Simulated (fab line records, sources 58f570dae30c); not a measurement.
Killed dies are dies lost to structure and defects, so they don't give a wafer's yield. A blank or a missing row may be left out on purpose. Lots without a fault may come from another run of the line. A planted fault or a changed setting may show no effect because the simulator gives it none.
Which tool did it? | flow berkeley_cmos170 | 7 lots, 21 wafers sampled, at 2 steps of a route of 331

WHAT THE GAUGES READ, wafer by wafer
UCB170_ACTIVE_THK_MEAS_03.
lot  | measured    | on            | ACTIVE_OXIDE_THK (nm)
L505 | day 3 17:49 | film_metro-04 | 26.8 26.5 26.6
L507 | day 4 06:00 | film_metro-02 | 27.1 26.8 27.4
L509 | day 4 13:05 | film_metro-02 | 26.8 27.0 26.8
L513 | day 5 06:18 | film_metro-04 | 26.8 26.6 27.0
L519 | day 7 01:10 | film_metro-02 | 26.7 26.6 26.2
L521 | day 7 01:08 | film_metro-04 | 26.0 26.3 26.4
L523 | day 7 19:17 | film_metro-04 | 25.5 25.4 26.0

WHICH TOOL RAN EACH LOT (tool, then ch and the chambers of the sampled wafers, then the start)
lot  | UCB170_ACTIVE_OXIDATION_02
L505 | furnace-04 ch 0, day 3 16:28
L507 | furnace-03 ch 0, day 4 04:37
L509 | furnace-03 ch 0, day 4 11:43
L513 | furnace-03 ch 0, day 5 04:57
L519 | furnace-04 ch 0, day 6 23:46
L521 | furnace-04 ch 0, day 6 23:46
L523 | furnace-01 ch 0, day 7 17:56
- UCB170_ACTIVE_OXIDATION_02: target thk 26.4 nm, ox time 1260 s.

THE ANSWER, worked out from the rows above alone
Rule: what is usual is taken from the lots themselves. Put in order of their means at a reading, lots are off if they are a third of the lots or fewer, leave a main group of 4 or more, and stand apart from it by a gap of 3 or more times the standard deviation of the main group's means; of several such gaps the widest counts. A main group whose means are all the same, to the digits that the tables above print for the reading, isn't used. A lot without any number at a reading at which 4 lots or more have one is off too. The other lots that the step has rows for count as sound.
No lot is off at any reading shown: from this, nothing can be told.

WHAT THE SIMULATOR HAD PUT IN
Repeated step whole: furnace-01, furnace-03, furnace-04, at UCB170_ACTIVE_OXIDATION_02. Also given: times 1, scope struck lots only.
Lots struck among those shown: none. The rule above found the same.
